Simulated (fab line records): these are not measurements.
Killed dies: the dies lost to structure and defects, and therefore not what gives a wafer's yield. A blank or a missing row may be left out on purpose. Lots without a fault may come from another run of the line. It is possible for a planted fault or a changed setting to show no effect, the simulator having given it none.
A struck lot beside a sound one	flow ritCmos	34 out of 202 route steps
Sound: the wafers L729.1, L729.2, L729.3. Wafers struck: L736.2, L736.3, L736.6. Last of all comes the cause.
Order at every step that has rows: each side's tool, ch and its chambers, its first start. Under that, the readings that differ: sound wafers	struck wafers	difference of the means	sigmas: that difference in standard deviations of wafers without a fault.
alike: same words and numbers on both sides, and readings whose means sit less than 2 such deviations apart. not compared: any withheld reading, any reading some wafer has no value for, any bound like >300 that may hide the same value, and any number with overlapping values for which the record gives no deviation.
A row with sigmas, a row that says differs or no value, or rows on one side alone: a step with any of these is where the two part. When numbers do not overlap yet have no deviation, they are printed without sigmas and do not part them. Lack of a reading on every wafer of one side parts them only where that side has two or more wafers.

first, 2 steps without rows for these wafers: RIT_SPACER_CLEAN_02 (cleans in SC2, time 600 s); RIT_SPACER_CVD_03 (deposits Si3N4 from SiH2Cl2/NH3, target thk 250 nm, time 3300 s).
RIT_SPACER_THK_MEAS_04:
  sound on filmMetro-02, day 4 04:22; struck on filmMetro-02, day 6 02:38
  alike: SPACER_NITRIDE_THK
RIT_SPACER_ETCHBACK_05: etches Si3N4 in SF6/CHF3, stops on SiO2, target depth 250 nm, time 240 s.
  sound on rieDiel-01 ch 0,1,3, day 4 04:26; struck on rieDiel-01 ch 0,2, day 6 02:41
  alike: CHF3_flow_sccm, drypumpMotorCurrentA, oesProductAu, throttleValvePct
  not compared: rfHoursCounterH
then, 6 steps without rows for these wafers: RIT_NSD_HMDS_00 (prime time 60 s); RIT_NSD_COAT_01 (resist thk 1000 nm); RIT_NSD_SOFTBAKE_02 (time 60 s); RIT_NSD_EXPOSE_03 (exposes mask M9, target cd 40700 nm); RIT_NSD_PEB_04; RIT_NSD_DEVELOP_05 (develop time 50 s).
RIT_NSD_OVL_MEAS_06:
  sound on overlay-01, day 4 05:26; struck on overlay-01, day 6 03:47
  alike: NSD_OVL
then, 1 step without rows for these wafers: RIT_NSD_HARDBAKE_07 (time 60 s).
RIT_NSD_IMPLANT_08:
  sound on implanter-01 ch 0, day 4 05:38; struck on implanter-01 ch 0, day 6 03:59
reading	sound	struck	difference	sigmas
doseIonsCm2	9.994e+14 1.0001e+15 9.993e+14	9.845e+14 9.831e+14 9.848e+14	-1.547e+13	-14
  alike: endStationPressureTorr
RIT_NSD_STRIP_09: strips in O2, time 180 s.
  sound on plasmaAsher-02 ch 0,1, day 4 05:47; struck on plasmaAsher-04 ch 0,1, day 6 04:07
  alike: drypumpMotorCurrentA
  not compared: rfHoursCounterH
RIT_NSD_TW_MEAS_10:
  sound on filmMetro-04, day 4 05:57; struck on filmMetro-04, day 6 04:18
  alike: NSD_TW
then, 6 steps without rows for these wafers: RIT_PSD_HMDS_00 (prime time 60 s); RIT_PSD_COAT_01 (resist thk 1000 nm); RIT_PSD_SOFTBAKE_02 (time 60 s); RIT_PSD_EXPOSE_03 (exposes mask M10, target cd 40900 nm); RIT_PSD_PEB_04; RIT_PSD_DEVELOP_05 (develop time 50 s).
RIT_PSD_OVL_MEAS_06:
  sound on overlay-01, day 4 06:59; struck on overlay-01, day 6 05:12
  alike: PSD_OVL
then, 2 steps without rows for these wafers: RIT_PSD_HARDBAKE_07 (time 60 s); RIT_PSD_IMPLANT_08.
RIT_PSD_STRIP_09: strips in O2, time 180 s.
  sound on plasmaAsher-03 ch 0,1, day 4 07:19; struck on plasmaAsher-01 ch 0,1, day 6 05:32
  alike: drypumpMotorCurrentA
  not compared: rfHoursCounterH
RIT_PSD_TW_MEAS_10:
  sound on filmMetro-04, day 4 07:30; struck on filmMetro-04, day 6 05:43
  alike: PSD_TW
then, 3 steps without rows for these wafers: RIT_SDANNEAL_CLEAN_00 (cleans in SC1, time 600 s); RIT_SDANNEAL_CLEAN_01 (cleans in dHF, time 30 s); RIT_SDANNEAL_CLEAN_02 (cleans in SC2, time 600 s).
RIT_SDANNEAL_RTA_03: time 5 s.
  sound on rtpAnneal-02 ch 0, day 4 07:55; struck on rtpAnneal-01 ch 0, day 6 06:08
  alike: wafer_temp_C_max
RIT_SDANNEAL_RS_MEAS_04: the measuring method here is four-point-probe.
  sound on filmMetro-01, day 4 07:59; struck on filmMetro-04, day 6 06:13
  alike: PSD_RS
RIT_SDANNEAL_RS_MEAS_05: the measuring method here is four-point-probe.
  sound on filmMetro-01, day 4 08:06; struck on filmMetro-04, day 6 06:20
reading	sound	struck	difference	sigmas
NSD_RS (ohm/sq)	84.67 84.76 84.43	85.31 85.55 85.30	+0.77	+3
RIT_SDANNEAL_RS_MEAS_06: the measuring method here is four-point-probe.
  sound on filmMetro-01, day 4 08:13; struck on filmMetro-04, day 6 06:27
  alike: PLDD_RS
RIT_M1_PROBE_99:
  sound on prober-02, day 4 20:19; struck on prober-01, day 6 14:01
  alike: killedAtContacts, killedAtFrontEnd, killedDies, killedOpen, killedShort

## WHERE THEY PART
Last at RIT_SDANNEAL_RS_MEAS_05 as far as this record goes, first at RIT_NSD_IMPLANT_08. Later steps at which nothing parts them and some readings are alike: RIT_SDANNEAL_RS_MEAS_06, RIT_M1_PROBE_99.

WHY: what had been put in by the simulator
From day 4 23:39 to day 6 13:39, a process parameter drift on implanter-01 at RIT_NSD_IMPLANT_08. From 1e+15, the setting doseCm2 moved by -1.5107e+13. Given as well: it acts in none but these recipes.
